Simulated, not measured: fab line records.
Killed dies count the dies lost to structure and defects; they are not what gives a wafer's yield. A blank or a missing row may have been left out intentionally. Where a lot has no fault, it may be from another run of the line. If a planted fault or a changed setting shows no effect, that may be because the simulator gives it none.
Comparing a struck lot with a sound one ; flow rit cmos ; 18 steps out of a route of 202
Sound: wafers L661.2, L661.3, L661.4. The struck wafers were L674.1, L674.3, L674.6. Last of all comes the cause.
Per side, at each step with rows, come the tool, then ch with its chambers, and then its first start. Under that, the readings that differ: sound wafers ; struck wafers ; difference of the means ; sigmas: that difference in standard deviations of wafers without a fault.
alike: a reading whose means differ by less than 2 such deviations, as well as words and numbers matching on both sides. not compared: withheld readings; readings where some wafer has no value; bounds like >300 that might hide an equal value; numbers whose values overlap and for which the record gives no deviation.
A row with sigmas, a row that says differs or no value, or rows on one side alone: a step with any of these is where the two part. Numbers that have no deviation but don't overlap get no sigmas and don't part them. A reading that every wafer of one side lacks parts them only if that side has two wafers or more.

first, 1 step without rows for these wafers: RIT_PLDD_IMPLANT_08.
RIT_PLDD_STRIP_09: strips in O2, time 180 s.
  sound on plasma asher-02 ch 0,1, day 3 09:39; struck on plasma asher-03 ch 0,1, day 5 23:14
  alike: drypump motor current A, o2 flow sccm
  not compared: rf hours counter h
RIT_PLDD_TW_MEAS_10:
  struck on film metro-04, day 5 23:24; sound on film metro-02, day 3 09:50
reading;sound;struck;difference;sigmas
PLDD_TW;2377 2368 2371;2337 2314 2342;-41;-2
then, 4 steps without rows for these wafers: RIT_SPACER_CLEAN_00 (cleans in SC1, time 600 s); RIT_SPACER_CLEAN_01 (cleans in dHF, time 30 s); RIT_SPACER_CLEAN_02 (cleans in SC2, time 600 s); RIT_SPACER_CVD_03 (deposits Si3N4 from SiH2Cl2/NH3, target thk 250 nm, time 3300 s).
RIT_SPACER_THK_MEAS_04:
  struck on film metro-03, day 6 01:47; sound on film metro-01, day 3 12:10
  alike: SPACER_NITRIDE_THK
RIT_SPACER_ETCHBACK_05: etches Si3N4 in SF6/CHF3, stops on SiO2, target depth 250 nm, time 240 s.
  sound on rie diel-02 ch 0,1,3, day 3 12:13; struck on rie diel-02 ch 0,3, day 6 01:50
  alike: drypump motor current A, oes product au, throttle valve pct
  not compared: rf hours counter h
then, 3 steps without rows for these wafers: RIT_NSD_HMDS_00 (prime time 60 s); RIT_NSD_COAT_01 (resist thk 1000 nm); RIT_NSD_SOFTBAKE_02 (time 60 s).
RIT_NSD_EXPOSE_03: exposes mask M9, target cd 40700 nm.
  sound on iline stepper-01 ch 0, day 3 12:52; struck on iline stepper-02 ch 0, day 6 02:26
reading;sound;struck;difference;sigmas
model.NSD.overlay x nm (nm);0.9295 0.9295 0.9295;422.1 422.1 422.1;+421.2;
  alike: mask, focus offset nm
then, 2 steps without rows for these wafers: RIT_NSD_PEB_04; RIT_NSD_DEVELOP_05 (develop time 50 s).
RIT_NSD_OVL_MEAS_06:
  struck on overlay-02, day 6 02:58; sound on overlay-01, day 3 13:15
reading;sound;struck;difference;sigmas
NSD_OVL (nm);1.3 1.8 1.7;420.8 419.5 422.9;+419.5;+99 or more
then, 1 step without rows for these wafers: RIT_NSD_HARDBAKE_07 (time 60 s).
RIT_M1_PROBE_99:
  struck on prober-02, day 6 13:00; sound on prober-01, day 3 23:11
reading;sound;struck;difference;sigmas
killed_at_M0_to_M3;0 0 0;0 0 1;+0;+4
model.etest.select edge diode n.over limit;0 0 0;1 1 1;+1;
  alike: killed at front end, killed dies, killed open, killed short

== WHERE THEY PART ==
Earliest at RIT_PLDD_TW_MEAS_10; latest, in this record, at RIT_M1_PROBE_99.

WHY: what the simulator had put in
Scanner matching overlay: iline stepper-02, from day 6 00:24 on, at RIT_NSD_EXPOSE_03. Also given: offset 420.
